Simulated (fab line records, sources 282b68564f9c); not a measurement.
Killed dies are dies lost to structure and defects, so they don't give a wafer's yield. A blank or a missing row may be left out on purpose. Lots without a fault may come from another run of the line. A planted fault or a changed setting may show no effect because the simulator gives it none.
Which tool did it? | flow rit_cmos | 14 lots, 42 wafers sampled, at 2 steps of a route of 202

WHAT THE GAUGES READ, wafer by wafer
The record holds no reading of a measuring or inspecting step that can be judged against a usual standard deviation.

WHICH TOOL RAN EACH LOT (tool, then ch and the chambers of the sampled wafers, then the start)
lot  | RIT_PLDD_SOFTBAKE_02             | RIT_M1_PROBE_99
L867 | litho_track-04 ch 0, day 3 02:26 | prober-02, day 3 18:04
L868 | litho_track-02 ch 0, day 3 08:37 | prober-01, day 3 23:24
L869 | litho_track-04 ch 0, day 3 15:05 | prober-02, day 4 05:20
L870 | litho_track-01 ch 0, day 3 22:16 | prober-01, day 4 13:15
L872 | litho_track-04 ch 0, day 4 06:34 | prober-01, day 4 21:29
L873 | litho_track-04 ch 0, day 4 10:22 | prober-02, day 5 01:04
L874 | litho_track-04 ch 0, day 4 12:26 | prober-01, day 5 03:37
L875 | litho_track-01 ch 0, day 4 22:12 | prober-02, day 5 12:45
L876 | litho_track-01 ch 0, day 5 02:49 | prober-01, day 5 18:11
L877 | litho_track-04 ch 0, day 5 08:08 | prober-02, day 5 23:38
L882 | litho_track-01 ch 0, day 6 20:48 | prober-02, day 7 13:25
L885 | litho_track-01 ch 0, day 7 12:02 | prober-02, day 8 05:03
L887 | litho_track-02 ch 0, day 8 02:25 | prober-02, day 8 17:07
L889 | litho_track-04 ch 0, day 8 08:05 | prober-01, day 8 23:03
- RIT_PLDD_SOFTBAKE_02: time 60 s.
- RIT_M1_PROBE_99

WHAT THE TOOLS THEMSELVES READ (means of the sampled wafers that have a number; where no wafer has one, the mark that the record gives instead)
RIT_PLDD_SOFTBAKE_02.
lot  | tool           | exhaust_pa (Pa) | heater_power_total_W (W) | plate_temp_C (C)
L867 | litho_track-04 | 44.9            | 34.54                    | 89.99
L868 | litho_track-02 | 44.6            | 34.56                    | 89.84
L869 | litho_track-04 | 44.3            | 34.57                    | 89.88
L870 | litho_track-01 | 43.4            | 34.57                    | 90.14
L872 | litho_track-04 | 46.0            | 34.55                    | 90.01
L873 | litho_track-04 | 45.4            | 34.52                    | 90.16
L874 | litho_track-04 | 45.4            | 34.57                    | 90.03
L875 | litho_track-01 | 45.0            | 34.51                    | 90.13
L876 | litho_track-01 | 45.6            | 34.55                    | 89.95
L877 | litho_track-04 | 45.2            | 34.57                    | 89.97
L882 | litho_track-01 | 45.1            | 32.48                    | 86.08
L885 | litho_track-01 | 43.3            | 32.45                    | 85.97
L887 | litho_track-02 | 45.3            | 34.55                    | 90.07
L889 | litho_track-04 | 44.9            | 34.57                    | 89.98

RIT_M1_PROBE_99.
lot  | tool      | killed_at_M0_to_M3 | killed_at_contacts | killed_at_front_end | killed_dies | killed_open | killed_short
L867 | prober-02 | 0.0                | 0.0                | 7                   | 7           | 3.0         | 4.0
L868 | prober-01 | 0.0                | 0.0                | 8                   | 8           | 5.7         | 2.7
L869 | prober-02 | 0.0                | 0.0                | 8                   | 8           | 3.7         | 4.3
L870 | prober-01 | 0.0                | 0.0                | 8                   | 8           | 4.3         | 3.7
L872 | prober-01 | 0.0                | 0.3                | 5                   | 5           | 2.3         | 3.0
L873 | prober-02 | 0.0                | 0.0                | 7                   | 7           | 4.0         | 3.0
L874 | prober-01 | 0.0                | 0.0                | 8                   | 8           | 3.3         | 5.0
L875 | prober-02 | 0.3                | 0.0                | 7                   | 8           | 3.0         | 4.7
L876 | prober-01 | 0.0                | 0.0                | 10                  | 10          | 5.3         | 4.7
L877 | prober-02 | 0.0                | 0.0                | 8                   | 8           | 4.0         | 4.0
L882 | prober-02 | 0.0                | 0.3                | 6                   | 6           | 2.3         | 3.7
L885 | prober-02 | 0.0                | 0.0                | 8                   | 8           | 4.3         | 3.3
L887 | prober-02 | 0.0                | 0.0                | 4                   | 4           | 2.7         | 1.7
L889 | prober-01 | 0.0                | 0.0                | 11                  | 11          | 5.3         | 5.3

THE ANSWER, worked out from the rows above alone
Rule: what is usual is taken from the lots themselves. Put in order of their means at a reading, lots are off if they are a third of the lots or fewer, leave a main group of 4 or more, and stand apart from it by a gap of 3 or more times the standard deviation of the main group's means; of several such gaps the widest counts. A main group whose means are all the same, to the digits that the tables above print for the reading, isn't used. A lot without any number at a reading at which 4 lots or more have one is off too. The other lots that the step has rows for count as sound. The gauges are gone through in route order, then the tools' own readings, and for those a lot's mean is taken as printed above. The first step at which some lot is off is used, and at that step the reading that is off furthest; a lot without a number counts as furthest.
Off: L882, L885, at RIT_PLDD_SOFTBAKE_02 (heater_power_total_W). The main group: mean 34.55 W, standard deviation 0.02.
A tool fits if, at that step or a process step before it, it ran every lot that is off, and no sound lot after the first of them. One fits: litho_track-01 at RIT_PLDD_SOFTBAKE_02. Its last sound lot is L876 (day 5 02:49), its first lot that is off L882 (day 6 20:48): a fault that began between those two fits.
The tool's own readings at RIT_PLDD_SOFTBAKE_02 bear it out: on the lots that are off they differ by more than 5 times the standard deviation of the sound lots' means. heater_power_total_W reads 32.47 W there against 34.55 W on the sound lots; plate_temp_C reads 86.03 C there against 90.01 C on the sound lots.

WHAT THE SIMULATOR HAD PUT IN
Process parameter drift: litho_track-01, from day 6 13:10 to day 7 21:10, at RIT_PLDD_SOFTBAKE_02. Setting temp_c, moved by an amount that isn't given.
Lots struck among those shown: L882, L885. The rule above found the same.
